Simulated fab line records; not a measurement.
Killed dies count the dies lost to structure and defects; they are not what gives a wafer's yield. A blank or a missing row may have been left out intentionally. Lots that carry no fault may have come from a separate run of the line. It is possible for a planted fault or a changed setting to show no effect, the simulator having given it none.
Split-lot study / flow berkeley-cmos170 / route with 331 steps; 5 lots, 27 wafers read

## SPLIT DETAILS
At UCB170_PWELL_CVD_05 (deposits Si3N4 from SiH2Cl2/NH3, target thk 220 nm, time 3300 s), the setting time-s was moved away from the recipe's 3300 s on 24 of the 27 wafers read, by -55.5% to +34.9%. The other wafers ran this setting at the recipe's value.

## FROM THE SPLIT TO THE READING: what the file shows between them, 4 steps
- UCB170_PWELL_THK_MEAS_06
- UCB170_PWELL_HMDS_07: prime time 60 s
- UCB170_PWELL_COAT_08: resist thk 900 nm
- UCB170_PWELL_DEVELOP_12: develop time 45 s

## THE READING
oes-product-au, in a.u., at UCB170_PWELL_ETCH_14 (etches Si3N4 in CH3F/Ar/O2, stops on SiO2, target depth 242 nm, time 151 s). Typical for fault-free wafers on this fab line: 0.936 a.u., with standard deviation 0.01 a.u.

wafer=L074.1; tool, chamber at the split=-, -; time-s as run, s=2493; against the recipe=-24.5%; oes-product-au, a.u.=0.780; against lot-mates on the recipe=no lot-mate on the recipe
wafer=L074.2; tool, chamber at the split=-, -; time-s as run, s=2493; against the recipe=-24.5%; oes-product-au, a.u.=0.794; against lot-mates on the recipe=no lot-mate on the recipe
wafer=L074.3; tool, chamber at the split=-, -; time-s as run, s=2493; against the recipe=-24.5%; oes-product-au, a.u.=0.814; against lot-mates on the recipe=no lot-mate on the recipe
wafer=L074.4; tool, chamber at the split=-, -; time-s as run, s=2493; against the recipe=-24.5%; oes-product-au, a.u.=0.804; against lot-mates on the recipe=no lot-mate on the recipe
wafer=L074.5; tool, chamber at the split=-, -; time-s as run, s=2493; against the recipe=-24.5%; oes-product-au, a.u.=0.781; against lot-mates on the recipe=no lot-mate on the recipe
wafer=L074.6; tool, chamber at the split=-, -; time-s as run, s=2493; against the recipe=-24.5%; oes-product-au, a.u.=0.809; against lot-mates on the recipe=no lot-mate on the recipe
wafer=L075.1; tool, chamber at the split=-, -; time-s as run, s=4452; against the recipe=+34.9%; oes-product-au, a.u.=0.979; against lot-mates on the recipe=no lot-mate on the recipe
wafer=L075.2; tool, chamber at the split=-, -; time-s as run, s=4452; against the recipe=+34.9%; oes-product-au, a.u.=0.984; against lot-mates on the recipe=no lot-mate on the recipe
wafer=L075.3; tool, chamber at the split=-, -; time-s as run, s=4452; against the recipe=+34.9%; oes-product-au, a.u.=0.999; against lot-mates on the recipe=no lot-mate on the recipe
wafer=L075.4; tool, chamber at the split=-, -; time-s as run, s=4452; against the recipe=+34.9%; oes-product-au, a.u.=0.970; against lot-mates on the recipe=no lot-mate on the recipe
wafer=L075.5; tool, chamber at the split=-, -; time-s as run, s=4452; against the recipe=+34.9%; oes-product-au, a.u.=0.986; against lot-mates on the recipe=no lot-mate on the recipe
wafer=L075.6; tool, chamber at the split=-, -; time-s as run, s=4452; against the recipe=+34.9%; oes-product-au, a.u.=0.991; against lot-mates on the recipe=no lot-mate on the recipe
wafer=L077.1; tool, chamber at the split=-, -; time-s as run, s=1469; against the recipe=-55.5%; oes-product-au, a.u.=0.620; against lot-mates on the recipe=no lot-mate on the recipe
wafer=L077.2; tool, chamber at the split=-, -; time-s as run, s=1469; against the recipe=-55.5%; oes-product-au, a.u.=0.633; against lot-mates on the recipe=no lot-mate on the recipe
wafer=L077.3; tool, chamber at the split=-, -; time-s as run, s=1469; against the recipe=-55.5%; oes-product-au, a.u.=0.605; against lot-mates on the recipe=no lot-mate on the recipe
wafer=L077.4; tool, chamber at the split=-, -; time-s as run, s=1469; against the recipe=-55.5%; oes-product-au, a.u.=0.626; against lot-mates on the recipe=no lot-mate on the recipe
wafer=L077.5; tool, chamber at the split=-, -; time-s as run, s=1469; against the recipe=-55.5%; oes-product-au, a.u.=0.613; against lot-mates on the recipe=no lot-mate on the recipe
wafer=L077.6; tool, chamber at the split=-, -; time-s as run, s=1469; against the recipe=-55.5%; oes-product-au, a.u.=0.617; against lot-mates on the recipe=no lot-mate on the recipe
wafer=L079.1; tool, chamber at the split=lpcvd-01, 0; time-s as run, s=3300; against the recipe=recipe; oes-product-au, a.u.=0.946; against lot-mates on the recipe=-
wafer=L079.3; tool, chamber at the split=lpcvd-01, 0; time-s as run, s=3300; against the recipe=recipe; oes-product-au, a.u.=0.942; against lot-mates on the recipe=-
wafer=L079.6; tool, chamber at the split=lpcvd-01, 0; time-s as run, s=3300; against the recipe=recipe; oes-product-au, a.u.=0.938; against lot-mates on the recipe=-
wafer=L083.1; tool, chamber at the split=-, -; time-s as run, s=2784; against the recipe=-15.6%; oes-product-au, a.u.=0.843; against lot-mates on the recipe=no lot-mate on the recipe
wafer=L083.2; tool, chamber at the split=-, -; time-s as run, s=2784; against the recipe=-15.6%; oes-product-au, a.u.=0.852; against lot-mates on the recipe=no lot-mate on the recipe
wafer=L083.3; tool, chamber at the split=-, -; time-s as run, s=2784; against the recipe=-15.6%; oes-product-au, a.u.=0.844; against lot-mates on the recipe=no lot-mate on the recipe
wafer=L083.4; tool, chamber at the split=-, -; time-s as run, s=2784; against the recipe=-15.6%; oes-product-au, a.u.=0.852; against lot-mates on the recipe=no lot-mate on the recipe
wafer=L083.5; tool, chamber at the split=-, -; time-s as run, s=2784; against the recipe=-15.6%; oes-product-au, a.u.=0.852; against lot-mates on the recipe=no lot-mate on the recipe
wafer=L083.6; tool, chamber at the split=-, -; time-s as run, s=2784; against the recipe=-15.6%; oes-product-au, a.u.=0.851; against lot-mates on the recipe=no lot-mate on the recipe

THE FIT
A straight line over all 27 wafers: oes-product-au changes by +0.00403 a.u. for each +1% of time-s; r = +0.96; the points scatter about the line by 0.039 a.u.
Too few moved wafers have a lot-mate on the recipe to fit a line with each lot's own level taken away.

## THE WHOLE CHAIN: every reading that the file lists as answering this split, in the file's order
step=UCB170_PWELL_CVD_05; what it does=deposits Si3N4 from SiH2Cl2/NH3, target thk 220 nm, time 3300 s; reading=Si3N4_of_PWELL_CVD_05.thk-nm (the simulator's own value, which no gauge read); change (the file's fit)=+2.25 nm for each +1% of the setting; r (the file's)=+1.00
step=UCB170_PWELL_THK_MEAS_06; what it does=; reading=PWELL_NITRIDE_THK; change (the file's fit)=+2.25 for each +1% of the setting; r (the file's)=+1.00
step=UCB170_PWELL_ETCH_14; what it does=etches Si3N4 in CH3F/Ar/O2, stops on SiO2, target depth 242 nm, time 151 s; reading=oes-product-au; change (the file's fit)=+0.00403 a.u. for each +1% of the setting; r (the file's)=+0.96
step=UCB170_PWELL_ETCH_14; what it does=etches Si3N4 in CH3F/Ar/O2, stops on SiO2, target depth 242 nm, time 151 s; reading=etch.depth-nm (the simulator's own value, which no gauge read); change (the file's fit)=+1.57 nm for each +1% of the setting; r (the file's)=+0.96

## THE FILE'S OWN FIT
oes-product-au changes by +0.00403 a.u. for each +1% of time-s, r = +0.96.
